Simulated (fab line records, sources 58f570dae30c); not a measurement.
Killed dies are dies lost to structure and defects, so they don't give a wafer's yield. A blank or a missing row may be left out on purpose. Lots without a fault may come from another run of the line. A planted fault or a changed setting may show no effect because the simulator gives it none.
One fault seen from 2 desks | flow berkeley_cmos170 | each desk has only its own numbers; what lay behind them comes last

THE TOOL OWNER'S DESK: litho_track-03
The tool's own readings at UCB170_NLDD_PEB_04: means of the sampled wafers that have a number, for each lot that ran on this tool. A lot is out of limits, marked OUT, if its mean lies more than 4 standard deviations from the usual mean; the brackets give that distance.
Columns: A = heater_power_total_W at UCB170_NLDD_PEB_04, usual 56.80 W; B = plate_temp_C at UCB170_NLDD_PEB_04, usual 130.01 C
lot  | first seen here | A                       | B
L739 | day 8 20:07     | 56.84                   | 130.03
L740 | day 9 17:10     | 49.70 (-99 or more) OUT | 117.39 (-90) OUT
L741 | day 9 17:28     | 49.79 (-99 or more) OUT | 117.53 (-89) OUT
L743 | day 9 21:51     | 49.73 (-99 or more) OUT | 117.39 (-90) OUT
L753 | day 12 18:52    | 56.76                   | 130.14
L754 | day 12 19:10    | 56.77                   | 129.91
This desk's finding: out of limits on L740, L741, L743; first on L740, day 9 17:10 (heater_power_total_W at UCB170_NLDD_PEB_04). In limits: L739, L753, L754.

THE METROLOGY DESK
What the gauges read, lot by lot, whatever tool the lot ran on: means of the sampled wafers that have a number. A lot is out of limits, marked OUT, if its mean lies more than 4 standard deviations from the usual mean; the brackets give that distance.
Columns: A = cd_nm at UCB170_NLDD_CD_MEAS_06, usual 1199.8 nm; B = PSD_OVL at UCB170_PSD_OVL_MEAS_07, usual 0 nm
lot  | first seen here | A                        | B
L732 | day 7 01:43     | 1200.1                   | 1
L731 | day 7 01:54     | 1197.8                   | 7
L733 | day 7 20:35     | 1198.8                   | 2
L734 | day 8 05:11     | 1199.5                   | 1
L739 | day 8 20:23     | 1199.8                   | 3
L738 | day 8 21:01     | 1199.3                   | 3
L742 | day 9 17:13     | 1198.8                   | -5
L740 | day 9 17:32     | 1060.1 (-99 or more) OUT | -
L741 | day 9 17:50     | 1061.5 (-99 or more) OUT | -
L743 | day 9 22:55     | 1076.6 (-95) OUT         | -
L746 | day 10 16:11    | 1198.1                   | -1
L749 | day 12 01:29    | 1199.9                   | -1
L750 | day 12 01:42    | 1199.7                   | -3
L753 | day 12 19:08    | 1202.9                   | -1
L754 | day 12 19:26    | 1199.7                   | 3
This desk's finding: out of limits on L740, L741, L743; first on L740, day 9 17:32 (cd_nm at UCB170_NLDD_CD_MEAS_06). In limits: L732, L731, L733, L734, L739, L738, L742, L746, L749, L750, L753, L754.

PUT TOGETHER
The tool owner's desk could have raised an alarm at day 9 17:10, on L740, L741, L743.
The metrology desk could have raised an alarm at day 9 17:32, on L740, L741, L743.
Of the lots named, all ran UCB170_NLDD_PEB_04 on litho_track-03.

WHAT THE SIMULATOR HAD PUT IN
Process parameter drift: litho_track-03, from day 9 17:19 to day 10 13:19, at UCB170_NLDD_PEB_04. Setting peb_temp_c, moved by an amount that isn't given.
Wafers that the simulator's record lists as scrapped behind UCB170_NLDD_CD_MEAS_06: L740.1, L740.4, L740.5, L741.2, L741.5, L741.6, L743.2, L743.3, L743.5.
Lots struck among those shown: L740, L741, L743.
